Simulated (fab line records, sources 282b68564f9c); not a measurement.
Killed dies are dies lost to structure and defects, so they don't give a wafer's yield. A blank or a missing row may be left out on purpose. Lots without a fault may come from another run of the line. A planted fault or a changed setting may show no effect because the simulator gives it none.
fab line records | flow rit_cmos
record lots=14 wafers=42 last_day=6
route steps=202 shown NRETRO@56 M1@202
lots that met no fault: from a run of the same line without faults
start_h: hours from the record's first day to the start of the lot's first wafer shown | wait_h: hours since the lot's step before | " the same as in the row above | L1.1+2: a row that stands for several wafers | - no value, or no start given | * or withheld: withheld | < > ~ a bound
route shown NAME@n: a module of which the file shows steps, and the number in the route of the first | usual: mean/standard deviation of fault-free wafers | same: alike in all rows | chamber/n: place in a boat | sites: the reading at each site | _std_site: their standard deviation | _edge_site: outer sites' mean less inner sites' | radius_mm: how far each site lies from the wafer's centre | mask NAME#n: copy n | behind: the tool/chamber that last shaped the wafer | hold: why the lot was held/for how many hours/how that ended | device: the transistor (n, p or np) that didn't switch | end of line: the same wafers' tests at the end of the route | a step without rows: its recipe alone | killed: dies lost to structure and defects at the first sort, not the wafer's yield | map: a wafer's dies, x killed, . not, _ none there
set.NAME: the setting as run; set.NAME@STEP: as run at that earlier step | model.NAME: the simulator's own value behind a step, which no gauge read
steps of the route over a sample of lots; a table a step, a row a wafer
services: from which hour (start_h, from the record's first day; less than 0 if before it) a tool's chamber was out of use, for how many hours, and why
## steps
# step RIT_NRETRO_EXPOSE_03
# recipe mask_id=M4 na=0.57 target_cd_nm=43900 dose_mj=250
# columns lot.wafer tool chamber start_h wait_h mask
L511.1+2+6 iline_stepper-01 0 36.32 0.2 M4#0
L512.1+2+3 iline_stepper-01 0 40.51 0.1 M4#0
L513.1+4+5 iline_stepper-02 0 45.71 0.2 M4#0
L514.2+4+6 iline_stepper-01 0 50.82 0.2 M4#0
L515.2+3+4 iline_stepper-01 0 57.25 0.1 M4#0
L516.1+2+3 iline_stepper-01 0 62.61 0.2 M4#0
L518.1+2+4 iline_stepper-02 0 69.99 0.1 M4#0
L520.1+3+5 iline_stepper-02 0 80.69 0.1 M4#0
L521.2+4+5 iline_stepper-01 0 86.31 0.2 M4#0
L522.2+3+5 iline_stepper-01 0 93.50 0.1 M4#0
L523.2+3+5 iline_stepper-02 0 96.03 0.2 M4#0
L524.1+2+3 iline_stepper-01 0 100.09 0.2 M4#0
L528.1+4+5 iline_stepper-01 0 122.95 0.2 M4#0
L529.4+5+6 iline_stepper-01 0 125.09 0.1 M4#0
# step RIT_NRETRO_OVL_MEAS_06
# usual NRETRO_OVL=0.1/1.7
# columns lot.wafer tool chamber start_h wait_h NRETRO_OVL[nm]
L511.1 overlay-01 - 36.75 - 0.8
L511.2 " - " " -0.6
L511.6 " - " " 0.8
L512.1 overlay-02 - 40.94 - 0.9
L512.2 " - " " -0.2
L512.3 " - " " 1.8
L513.1 overlay-01 - 46.14 - -0.2
L513.4 " - " " -1.0
L513.5 " - " " -1.1
L514.2 overlay-01 - 51.23 - -1.7
L514.4 " - " " 0.9
L514.6 " - " " 1.3
L515.2 overlay-02 - 57.66 - -2.5
L515.3 " - " " -0.8
L515.4 " - " " 0.8
L516.1 overlay-02 - 63.04 - -1.9
L516.2 " - " " -0.8
L516.3 " - " " -3.5
L518.1 overlay-01 - 70.42 - 3.0
L518.2 " - " " -1.1
L518.4 " - " " 0.4
L520.1 overlay-01 - 81.12 - 0.1
L520.3 " - " " -0.9
L520.5 " - " " 1.7
L521.2 overlay-02 - 86.73 - 1.0
L521.4 " - " " -1.5
L521.5 " - " " 0.8
L522.2 overlay-02 - 93.91 - -0.4
L522.3 " - " " -3.4
L522.5 " - " " -2.5
L523.2 overlay-01 - 96.45 - -0.8
L523.3 " - " " -2.9
L523.5 " - " " -2.0
L524.1 overlay-01 - 100.52 - -0.7
L524.2 " - " " -0.1
L524.3 " - " " -0.2
L528.1 overlay-02 - 123.38 - -181.0
L528.4 " - " " -178.6
L528.5 " - " " -180.0
L529.4 overlay-02 - 125.48 - -176.7
L529.5 " - " " -177.4
L529.6 " - " " -177.3
# step RIT_M1_PROBE_99
# usual killed_at_contacts=0.0/0.22 killed_at_front_end=7/3.3 killed_dies=7/3.3 killed_open=3.3/1.9 killed_short=3.6/2.1
# same gross_dies=264 killed_at_M0_to_M3=0 killed_at_M4_up=0 killed_at_back_side=0 killed_at_other=0
# columns lot.wafer tool chamber start_h wait_h killed_at_contacts killed_at_front_end killed_dies killed_open killed_short
L521.2 prober-02 - 119.90 0.1 0 15 15 8 7
L521.4 prober-02 - 120.00 0.2 0 12 12 5 7
L521.5 prober-02 - 120.05 0.2 0 6 6 4 2
# killed by level:class
L521.2 GATE:geometric_particle:open=6 FOX2:geometric_particle:short=3 SPACER:geometric_particle:short=2 FOX2:geometric_particle:open=1 GATE:geometric_particle:short=1 REOX:geometric_particle:short=1 SILICIDE:geometric_particle:open=1
L521.4 FOX1:geometric_particle:open=2 FOX2:geometric_particle:open=2 SILICIDE:geometric_particle:short=2 FOX1:geometric_particle:short=1 FOX2:geometric_particle:short=1 GATE:geometric_particle:open=1 GATE:geometric_particle:short=1 REOX:geometric_particle:short=1
L521.5 SPACER:geometric_particle:open=2 GATE:geometric_particle:short=1 GATE:geometric_particle:open=1 SILICIDE:geometric_particle:short=1 SILICIDE:geometric_particle:open=1
## services
# columns tool chamber start_h hours kind
iline_stepper-02 - 46.59 15.0 repair
iline_stepper-02 - 61.61 1.7 pm
## key
first_sign step=RIT_NRETRO_OVL_MEAS_06 reading=NRETRO_OVL direction=down sigmas=99+ usual=0.1 struck=-178.5
effect none on later readings
met_at RIT_NRETRO_EXPOSE_03
struck_lots L528,L529
tester_left_out L528,L529
onset_between 100.09 122.95
also_fits time
fault kind=scanner_matching_overlay tool=iline_stepper-01 chamber=- onset_h=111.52 steps=RIT_NRETRO_EXPOSE_03 offset=-180
# tester_left_out: of these lots the tester's yield and bins aren't shown, on N5 and GAA mostly nor the transistor test; their killed dies are dies lost to structure and defects alone, not to doping, threshold or leakage, so they don't give the yield
